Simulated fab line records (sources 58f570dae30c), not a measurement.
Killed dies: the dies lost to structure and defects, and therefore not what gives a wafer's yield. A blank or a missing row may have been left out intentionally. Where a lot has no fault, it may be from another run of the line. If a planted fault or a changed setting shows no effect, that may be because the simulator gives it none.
Which of the tools did it? :: flow berkeley cmos170 :: 7 lots, 21 wafers sampled, at 2 steps of a route of 331

WHAT THE GAUGES READ, wafer by wafer
UCB170_PWELL_TW_MEAS_17.
lot: L562
measured: day 3 06:14
on: film metro-01
PWELL_TW: 380.0 380.0 381.9

lot: L565
measured: day 4 01:02
on: film metro-02
PWELL_TW: 379.3 381.5 379.5

lot: L566
measured: day 4 11:10
on: film metro-03
PWELL_TW: 386.5 384.9 384.4

lot: L574
measured: day 5 13:20
on: film metro-01
PWELL_TW: 359.0 360.4 360.1

lot: L577
measured: day 6 07:08
on: film metro-01
PWELL_TW: 381.1 379.8 379.6

lot: L581
measured: day 6 22:36
on: film metro-03
PWELL_TW: 388.3 386.4 386.4

lot: L583
measured: day 7 12:50
on: film metro-02
PWELL_TW: 382.2 383.4 382.5

WHAT TOOL EACH LOT RAN ON (gives the tool, then ch and the chambers of the sampled wafers, and finally the start)
lot: L562
UCB170_PWELL_IMPLANT_15: implanter-01 ch 0, day 3 06:01

lot: L565
UCB170_PWELL_IMPLANT_15: implanter-04 ch 0, day 4 00:47

lot: L566
UCB170_PWELL_IMPLANT_15: implanter-03 ch 0, day 4 10:55

lot: L574
UCB170_PWELL_IMPLANT_15: implanter-04 ch 0, day 5 13:06

lot: L577
UCB170_PWELL_IMPLANT_15: implanter-01 ch 0, day 6 06:55

lot: L581
UCB170_PWELL_IMPLANT_15: implanter-03 ch 0, day 6 22:22

lot: L583
UCB170_PWELL_IMPLANT_15: implanter-01 ch 0, day 7 12:35
- UCB170_PWELL_IMPLANT_15

THE ANSWER, worked out from the rows above alone
Rule: usual is defined by the lots themselves. The widest of any qualifying gaps counts: lots, ordered by their means at a reading, are off when they make up no more than a third of the lots, leave a main group of 4 or more, and stand apart from it by 3 or more times the standard deviation of that group's means. Not used: any main group whose means are identical at the precision the tables above print for the reading. A lot without any number at a reading at which 4 lots or more have one is off too. Any other lot the step has rows for is counted as sound.
Off: L574, seen at UCB170_PWELL_TW_MEAS_17 (PWELL_TW). The main group: mean 382.6, standard deviation 2.7.
If a tool, at a process step before that reading, ran all the lots that are off and no sound lot after the first of them, it fits. Those tools and the gauges at UCB170_PWELL_TW_MEAS_17 are tried in the same way. One fits: UCB170_PWELL_IMPLANT_15 on implanter-04. A fault onset in the window from L565 (day 4 00:47, its last sound lot) to L574 (day 5 13:06, its first lot off) fits.

WHAT THE SIMULATOR HAD PUT IN
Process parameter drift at UCB170_PWELL_IMPLANT_15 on implanter-04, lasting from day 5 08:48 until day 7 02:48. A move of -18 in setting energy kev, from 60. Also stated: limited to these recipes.
Lots struck among those shown: L574. The rule given above showed the same thing.
